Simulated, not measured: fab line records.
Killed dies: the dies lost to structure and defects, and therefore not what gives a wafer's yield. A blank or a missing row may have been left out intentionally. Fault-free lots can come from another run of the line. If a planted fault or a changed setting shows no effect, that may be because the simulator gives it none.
Problem report, 8D (eight disciplines) form, completed by code	flow rit cmos	the parts of the form that need people (team, actions taken, sign-off) are left out

1. THE PROBLEM
CONTACT_TEOS_THK at RIT_CONTACT_THK_MEAS_01 reads a mean of 636 nm on 1 wafer of 1 lot; wafers without a fault read 401 nm with a standard deviation of 5.3. That is +44 standard deviations from the usual mean.
First observed at day 7 09:49: wafer L227.4, on film metro-03. The record has a number at this step for 39 wafers belonging to 13 lots. Rule for "out", or "out of limits": more than 4 standard deviations from the usual mean. The other wafers with a number count as sound.

2. WHAT IT IS, AND WHAT IT ISN'T
question	is	is not
which readings at this step	CONTACT_TEOS_THK	-
which lots	L227	L207, L209, L210, L211, L213, L214, L215, L217, L218, L221, L225, L229
which wafers of those lots	L227.4	L227.3, L227.6
read on which gauges	film metro-03	film metro-01, film metro-04
when	from day 7 09:49	up to then (35 sound wafers); but 3 sound wafers of L229 came after

3. THE SUSPECTS, EACH WITH WHAT RULES IT OUT
Counting: if a tool at a process step up to the reading ran every lot that is out, it stays a suspect. Sound lots after the first of them don't rule it out here, since some wafers of a struck lot are sound.
- the gauge at RIT_CONTACT_THK_MEAS_01 is ruled out. All the wafers that are out were read on film metro-03, but those of them that RIT_M1_PROBE_99 has rows for are out there too, on other tools.
- pecvd-03 at RIT_CONTACT_CVD_00 (deposits SiO2 from TEOS, target thk 400 nm, time 61 s): kept. It processed L227, the lot that is out, at day 7 09:44, and its most recent sound lot before then was L221 at day 6 08:41.
- Within pecvd-03 at RIT_CONTACT_CVD_00: the wafers that are out ran in chamber 2; their sound lot-mates ran in chamber 1.
Remaining after the count: pecvd-03 at RIT_CONTACT_CVD_00.

4. THE CAUSE (what the simulator had put in)
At RIT_CONTACT_CVD_00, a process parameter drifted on pecvd-03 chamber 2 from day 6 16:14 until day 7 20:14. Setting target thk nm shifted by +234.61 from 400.
After counting, this tool was the only one left.

5. THE CHAIN OF EFFECTS, in route order
Rows list readings where the struck wafers' mean (over those with a number) sits beyond 3 standard deviations from the usual. Readings are gone through only where the record gives a usual standard deviation; hours: the median, over the lots, of the time from a lot's start at the first step in this table giving one to that lot's start at this step; sigmas: the change measured in usual standard deviations.
hours	step	reading	usual	on struck wafers	change	sigmas
0	RIT_CONTACT_THK_MEAS_01	CONTACT_TEOS_THK	401 nm	636	+235	+44
7	RIT_M1_PROBE_99	killed at contacts	0.0	256.0	+256.0	+99 or more
7	RIT_M1_PROBE_99	killed dies	7.3	264.0	+256.7	+92
7	RIT_M1_PROBE_99	killed on rim	1.9	70.0	+68.1	+52
Here are the process steps it includes:
- RIT_M1_PROBE_99

6. WHAT WOULD HAVE CAUGHT IT SOONER
Counted from the fault's start at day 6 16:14, it took 18 hours until the first out-of-limits reading at a measuring or inspecting step in this record, taken at day 7 09:49.
Of the tool readings at RIT_CONTACT_CVD_00 for which the record gives a usual standard deviation, none was out on any struck wafer, so an alarm limit of 4 standard deviations on them would not have fired.
All the lots that are out (1) had begun RIT_CONTACT_CVD_00 on pecvd-03 by day 7 09:49. Holding the tool at that point would not have protected any of them.
